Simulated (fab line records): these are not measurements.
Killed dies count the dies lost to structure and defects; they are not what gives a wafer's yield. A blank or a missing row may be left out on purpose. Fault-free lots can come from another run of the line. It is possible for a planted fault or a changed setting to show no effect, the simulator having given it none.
One fault through the eyes of 2 desks :: flow berkeley_cmos170 :: numbers are kept per desk, each desk with only its own; the story behind them comes last

## FOR THE TOOL OWNER'S DESK: rie_metal-02
The tool's own readings at UCB170_M1_METAL_ETCH_12 (etches Al in Cl2/BCl3, stops on PSG, target depth 780 nm, time 130 s): means of the sampled wafers that have a number, for each lot that ran on this tool. Marked OUT: a lot whose mean sits more than 4 standard deviations from the usual mean, which makes it out of limits; the brackets give that distance.
Columns: A = drypump_motor_current_A at UCB170_M1_METAL_ETCH_12, usual 5.4 A; B = oes_product_au at UCB170_M1_METAL_ETCH_12, usual 0.853 a.u.; C = run_length_s at UCB170_M1_METAL_ETCH_12, usual 158.6 s; D = throttle_valve_pct at UCB170_M1_METAL_ETCH_12, usual 24.56 %
lot: L290
first seen here: day 8 01:32
A: 5.1
B: 0.835
C: 158.4
D: 24.46

lot: L293
first seen here: day 9 03:22
A: 5.1
B: 0.844
C: 158.6
D: 24.45

lot: L295
first seen here: day 9 12:17
A: 5.3
B: 0.848
C: 158.6
D: 24.54

lot: L296
first seen here: day 9 21:21
A: 5.1
B: 0.842
C: 158.5
D: 24.46

lot: L298
first seen here: day 10 01:35
A: 5.1
B: 0.858
C: 155.6 (-4.6) OUT
D: 24.45

lot: L301
first seen here: day 10 15:02
A: 5.3
B: 0.894
C: 152.5 (-9.4) OUT
D: 24.52
This desk's verdict: out of limits on L298, L301, starting with L298 at day 10 01:35 (run_length_s at UCB170_M1_METAL_ETCH_12). In limits: L290, L293, L295, L296.

## FROM THE METROLOGY DESK
Means of the sampled wafers that have a number, per lot and without regard to the tool the lot ran on: this is what the gauges read. Marked OUT: a lot whose mean sits more than 4 standard deviations from the usual mean, which makes it out of limits; the brackets give that distance.
Columns: A = cd_nm at UCB170_V1_CD_MEAS_12, usual 699.4 nm
lot: L290
first seen here: day 8 06:59
A: 696.2

lot: L293
first seen here: day 9 07:10
A: 700.2

lot: L294
first seen here: day 9 08:41
A: 700.1

lot: L295
first seen here: day 9 15:51
A: 698.6

lot: L296
first seen here: day 10 01:11
A: 698.1

lot: L299
first seen here: day 10 04:03
A: 697.3

lot: L297
first seen here: day 10 07:44
A: 701.2

lot: L298
first seen here: day 10 07:47
A: 701.3

lot: L301
first seen here: day 10 19:58
A: 699.2

lot: L303
first seen here: day 11 07:37
A: 700.9

lot: L306
first seen here: day 12 09:29
A: 697.3

lot: L309
first seen here: day 12 10:58
A: 698.4

lot: L312
first seen here: day 13 13:11
A: 697.7

lot: L313
first seen here: day 13 19:39
A: 701.1
This desk's verdict: no lot among the 14 shows anything out of limits.

## BROUGHT TOGETHER
At day 10 01:35, on L298, L301, the tool owner's desk was in a position to raise an alarm.
At the metrology desk, nothing out of limits was observed.
The metrology desk has L298, L301 on record, within its limits.
UCB170_M1_METAL_ETCH_12 was run on rie_metal-02 by each of the lots named.

## WHAT THE SIMULATOR HAD PUT IN
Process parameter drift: rie_metal-02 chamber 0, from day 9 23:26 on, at UCB170_M1_METAL_ETCH_12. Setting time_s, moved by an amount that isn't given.
Struck lots among those shown: L298, L301.
Delay in hours, fault start to first out-of-limits reading, by desk: the tool owner's desk at 2.
